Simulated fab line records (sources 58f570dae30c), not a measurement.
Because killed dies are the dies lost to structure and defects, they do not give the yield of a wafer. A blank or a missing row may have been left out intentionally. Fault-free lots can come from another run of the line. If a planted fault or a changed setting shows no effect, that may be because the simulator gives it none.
A single fault, viewed from 2 desks / flow berkeleyCmos170 / each desk has only its own numbers; what lay behind them comes last

METROLOGY DESK
What the gauges read for every lot (on any tool): the sampled wafers with a number, averaged. A lot is out of limits, marked OUT, if its mean lies more than 4 standard deviations from the usual mean; the brackets give that distance.
Columns: A = cdNm at UCB170_M1_CD_MEAS_90, usual 700.8 nm; B = cdNm at UCB170_M2_CD_MEAS_15, usual 700.5 nm; C = V2_BOW at UCB170_V2_BOW_MEAS_03, usual 37 um
lot=L625; first seen here=day 7 06:31; A=702.2; B=699.1; C=38
lot=L627; first seen here=day 7 15:46; A=700.9; B=699.5; C=34
lot=L626; first seen here=day 7 16:49; A=697.3; B=702.3; C=33
lot=L628; first seen here=day 8 10:52; A=698.7; B=700.7; C=39
lot=L629; first seen here=day 8 11:04; A=698.5; B=701.1; C=35
lot=L631; first seen here=day 8 11:38; A=696.6; B=700.7; C=36
lot=L633; first seen here=day 8 23:17; A=700.1; B=772.6 (+51) OUT; C=36
lot=L636; first seen here=day 9 13:23; A=703.5; B=701.0; C=34
lot=L635; first seen here=day 9 13:40; A=706.1; B=758.0 (+41) OUT; C=39
lot=L634; first seen here=day 9 13:45; A=700.6; B=699.2; C=34
lot=L640; first seen here=day 10 05:17; A=701.4; B=698.6; C=34
lot=L643; first seen here=day 10 21:01; A=701.0; B=698.8; C=34
lot=L647; first seen here=day 11 09:05; A=701.9; B=700.8; C=39
lot=L648; first seen here=day 11 21:58; A=699.2; B=699.4; C=38
This desk's finding: out of limits on L633, L635; first on L633, day 9 10:14 (cdNm at UCB170_M2_CD_MEAS_15). In limits: L625, L627, L626, L628, L629, L631, L636, L634, L640, L643, L647, L648.

DESK OF THE TOOL OWNER: krfScanner-02
The tool's own readings at UCB170_M2_EXPOSE_12 (exposes mask METAL2, target cd 700 nm): means of the sampled wafers that have a number, for each lot that ran on this tool. A lot is out of limits, marked OUT, if its mean lies more than 4 standard deviations from the usual mean; the brackets give that distance.
Columns: A = exposureDoseMJCm2 at UCB170_M2_EXPOSE_12, usual 25.998; B = stageVelMmS at UCB170_M2_EXPOSE_12, usual 500.01 mm/s
lot=L625; first seen here=day 7 14:59; A=26.016; B=500.05
lot=L629; first seen here=day 8 20:10; A=25.998; B=499.89
lot=L633; first seen here=day 9 09:30; A=17.222 (-99 or more) OUT; B=499.72
lot=L635; first seen here=day 9 23:46; A=18.954 (-99 or more) OUT; B=499.97
This desk's finding: out of limits on L633, L635; first on L633, day 9 09:30 (exposureDoseMJCm2 at UCB170_M2_EXPOSE_12). In limits: L625, L629.

TAKEN TOGETHER
The tool owner's desk had the chance to raise an alarm at day 9 09:30 on L633, L635.
On L633, L635, the metrology desk was in a position to raise an alarm at day 9 10:14.
UCB170_M2_EXPOSE_12 was run on krfScanner-02 by each of the lots named.

WHAT THE SIMULATOR HAD INSERTED
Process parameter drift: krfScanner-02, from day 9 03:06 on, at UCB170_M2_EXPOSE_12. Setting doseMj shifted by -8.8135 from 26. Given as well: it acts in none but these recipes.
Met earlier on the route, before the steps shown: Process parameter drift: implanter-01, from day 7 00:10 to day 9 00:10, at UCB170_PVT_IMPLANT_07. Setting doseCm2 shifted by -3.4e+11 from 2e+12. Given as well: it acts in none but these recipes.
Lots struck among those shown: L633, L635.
Time in hours from fault onset to the first out-of-limits reading at each desk: tool owner's desk 6, metrology desk 7.
